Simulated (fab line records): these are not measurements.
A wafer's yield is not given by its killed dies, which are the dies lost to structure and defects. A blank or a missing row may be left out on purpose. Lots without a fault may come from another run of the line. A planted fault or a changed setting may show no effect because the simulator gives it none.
What tool caused it? ; flow rit-cmos ; 42 wafers from 14 lots sampled at 3 of the route's 202 steps

WHAT EACH GAUGE READ, for each wafer
RIT_SILICIDE_RS_MEAS_02: uses a four-point probe to measure.
lot;measured;on;SILICIDE_TI_RS (ohm/sq)
L540;day 3 12:08;film-metro-03;52.5 52.1 52.7
L541;day 3 14:52;film-metro-03;50.9 50.9 50.1
L542;day 3 21:46;film-metro-04;52.9 52.4 52.3
L543;day 4 01:44;film-metro-03;50.5 50.7 50.7
L544;day 4 05:24;film-metro-04;53.0 53.8 53.0
L545;day 4 08:34;film-metro-04;52.0 52.1 52.0
L546;day 4 17:20;film-metro-04;51.7 51.9 51.8
L548;day 5 01:40;film-metro-01;52.8 53.1 52.6
L549;day 5 09:23;film-metro-04;51.1 51.6 50.7
L552;day 5 19:47;film-metro-03;52.6 52.9 53.2
L555;day 6 10:56;film-metro-04;51.5 51.2 51.8
L558;day 7 02:41;film-metro-04;58.3 57.9 57.7
L560;day 7 13:23;film-metro-01;60.0 60.2 60.6
L561;day 7 18:31;film-metro-04;51.0 51.0 50.9

RIT_SILICIDE_THK_MEAS_03: measures by xrf.
lot;measured;on;SILICIDE_TI_THK (nm)
L540;day 3 12:15;film-metro-03;29.2 29.6 29.2
L541;day 3 14:58;film-metro-03;29.9 30.1 30.3
L542;day 3 21:52;film-metro-04;28.8 29.0 29.0
L543;day 4 01:52;film-metro-03;30.1 29.9 30.0
L544;day 4 05:31;film-metro-04;28.8 28.4 28.7
L545;day 4 08:41;film-metro-04;29.3 29.2 29.2
L546;day 4 17:28;film-metro-04;29.4 29.4 29.1
L548;day 5 01:45;film-metro-01;29.1 28.9 29.3
L549;day 5 09:29;film-metro-04;29.4 29.3 29.8
L552;day 5 19:53;film-metro-03;29.1 29.0 28.8
L555;day 6 11:02;film-metro-04;29.6 29.7 29.4
L558;day 7 02:49;film-metro-04;26.8 26.8 26.9
L560;day 7 13:29;film-metro-01;26.3 26.1 26.0
L561;day 7 18:38;film-metro-04;29.8 29.8 29.7

TOOL THAT RAN EACH LOT (tool first, then ch and the chambers of the sampled wafers, then the start)
lot;RIT_SILICIDE_SPUTTER_01
L540;pvd-sputter-04, day 3 11:58
L541;pvd-sputter-02, day 3 14:41
L542;pvd-sputter-04, day 3 21:35
L543;pvd-sputter-02, day 4 01:35
L544;pvd-sputter-04, day 4 05:14
L545;pvd-sputter-02, day 4 08:25
L546;pvd-sputter-04, day 4 17:11
L548;pvd-sputter-04, day 5 01:27
L549;pvd-sputter-02, day 5 09:13
L552;pvd-sputter-04, day 5 19:35
L555;pvd-sputter-02, day 6 10:46
L558;pvd-sputter-04, day 7 02:32
L560;pvd-sputter-04, day 7 13:11
L561;pvd-sputter-02, day 7 18:22
- RIT_SILICIDE_SPUTTER_01: material Ti, target thk 30 nm, time 240 s.

WHAT THE TOOLS THEMSELVES READ (means of the sampled wafers that have a number; where no wafer has one, the mark that the record gives instead)
RIT_SILICIDE_SPUTTER_01.
lot;tool;throttle-valve-pct (%)
L540;pvd-sputter-04;29.5
L541;pvd-sputter-02;30.6
L542;pvd-sputter-04;29.8
L543;pvd-sputter-02;30.5
L544;pvd-sputter-04;29.5
L545;pvd-sputter-02;31.0
L546;pvd-sputter-04;29.1
L548;pvd-sputter-04;29.2
L549;pvd-sputter-02;29.6
L552;pvd-sputter-04;29.4
L555;pvd-sputter-02;29.7
L558;pvd-sputter-04;29.9
L560;pvd-sputter-04;29.7
L561;pvd-sputter-02;29.9

THE ANSWER, worked out from the rows above alone
Rule: usual is defined by the lots themselves. Put in order of their means at a reading, lots are off if they are a third of the lots or fewer, leave a main group of 4 or more, and stand apart from it by a gap of 3 or more times the standard deviation of the main group's means; of several such gaps the widest counts. A main group whose means are all the same, to the digits that the tables above print for the reading, isn't used. Also off: a lot with no number at a reading for which 4 or more lots have one. The other lots that the step has rows for count as sound. Order of review: gauges by route order, followed by the tools' own readings, for which a lot's mean as printed above is used. The first step at which some lot is off is used, and at that step the reading that is off furthest; a lot without a number counts as furthest.
Off: at RIT_SILICIDE_RS_MEAS_02 (SILICIDE_TI_RS), L558, L560. For the main group the mean is 51.9 ohm/sq and the standard deviation 0.88.
If a tool, at a process step before that reading, ran all the lots that are off and no sound lot after the first of them, it fits. Gauges at RIT_SILICIDE_RS_MEAS_02: tried the same way as those tools. One fits: RIT_SILICIDE_SPUTTER_01 on pvd-sputter-04. A fault onset in the window from L552 (day 5 19:35, its last sound lot) to L558 (day 7 02:32, its first lot off) fits.

WHAT THE SIMULATOR HAD INSERTED
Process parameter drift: pvd-sputter-04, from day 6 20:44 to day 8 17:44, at RIT_SILICIDE_SPUTTER_01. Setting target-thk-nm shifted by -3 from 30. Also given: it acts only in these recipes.
Struck lots among those shown: L558, L560. The rule above reached the same finding.
